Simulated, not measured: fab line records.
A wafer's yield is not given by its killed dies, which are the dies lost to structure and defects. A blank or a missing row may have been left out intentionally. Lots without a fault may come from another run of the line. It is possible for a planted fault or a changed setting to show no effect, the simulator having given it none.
The same fault as seen by 2 desks | flow rit cmos | every desk sees just its own numbers, and what lay behind them comes last

## FOR THE TOOL OWNER'S DESK: iline stepper-02
The tool's own readings at RIT_ACTIVE_EXPOSE_08 (exposes mask M1, target cd 1400 nm): means of the sampled wafers that have a number, for each lot that ran on this tool. Any lot whose mean is over 4 standard deviations away from the usual mean is out of limits and marked OUT; that distance is given in the brackets.
Columns: A = exposure dose mJ cm2 at RIT_ACTIVE_EXPOSE_08, usual 224.90
lot  | first seen here | A
L962 | day 2 15:13     | 224.83
L963 | day 2 20:52     | 224.59
L965 | day 3 06:31     | 224.87
L966 | day 3 12:38     | 225.29
L967 | day 3 17:13     | 224.70
L968 | day 3 21:31     | 225.20
L971 | day 4 13:16     | 220.14 (-19) OUT
L972 | day 4 17:32     | 216.09 (-35) OUT
This desk finds L971, L972 out of limits, L971 being first, at day 4 13:16 (exposure dose mJ cm2 at RIT_ACTIVE_EXPOSE_08). Within limits: L962, L963, L965, L966, L967, L968.

## THE METROLOGY DESK
Lot by lot, what the gauges showed, no matter which tool ran the lot: averages of those sampled wafers that carry a number. Any lot whose mean is over 4 standard deviations away from the usual mean is out of limits and marked OUT; that distance is given in the brackets.
Columns: A = cd nm at RIT_ACTIVE_CD_MEAS_11, usual 1399.4 nm; B = PWELL_TW at RIT_PWELL_TW_MEAS_10, usual 943; C = NLDD_OVL at RIT_NLDD_OVL_MEAS_06, usual 1.0 nm; D = PLDD_RS at RIT_SDANNEAL_RS_MEAS_06, usual 178.6 ohm/sq
lot  | first seen here | A                | B   | C    | D
L958 | day 1 20:19     | 1398.0           | 930 | 2.1  | 178.4
L959 | day 2 00:29     | 1401.4           | 961 | 1.9  | 178.5
L961 | day 2 11:26     | 1402.5           | 954 | 1.7  | 177.8
L962 | day 2 15:37     | 1400.2           | 955 | 0.4  | 178.4
L963 | day 2 21:16     | 1402.5           | 920 | 1.5  | 178.2
L964 | day 3 03:24     | 1398.3           | 921 | -0.3 | 179.6
L965 | day 3 06:55     | 1398.3           | 964 | 0.9  | 178.1
L966 | day 3 13:02     | 1398.6           | 953 | 0.1  | 177.8
L967 | day 3 17:37     | 1396.5           | 929 | 1.4  | 178.7
L968 | day 3 21:56     | 1401.5           | 931 | 1.1  | 179.4
L971 | day 4 13:40     | 1372.1 (-12) OUT | 932 | 2.2  | 178.3
L972 | day 4 17:56     | 1368.8 (-13) OUT | 963 | 0.7  | 179.5
L976 | day 5 14:01     | 1399.2           | 929 | -0.1 | 178.9
L979 | day 6 08:13     | 1397.0           | 931 | 1.4  | 178.5
This desk finds L971, L972 out of limits, L971 being first, at day 4 13:40 (cd nm at RIT_ACTIVE_CD_MEAS_11). Within limits: L958, L959, L961, L962, L963, L964, L965, L966, L967, L968, L976, L979.

## TAKEN TOGETHER
On L971, L972, at day 4 13:16, an alarm was possible from the tool owner's desk.
The metrology desk could have raised an alarm at day 4 13:40, on L971, L972.
Every lot named ran RIT_ACTIVE_EXPOSE_08 on iline stepper-02.

## WHAT HAD BEEN PUT IN BY THE SIMULATOR
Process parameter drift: iline stepper-02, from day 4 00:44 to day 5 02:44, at RIT_ACTIVE_EXPOSE_08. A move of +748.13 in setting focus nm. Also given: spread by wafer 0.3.
Struck lots among those shown: L971, L972.
Hours from the fault's start to each desk's first reading out of limits: the tool owner's desk, 13; the metrology desk, 13.
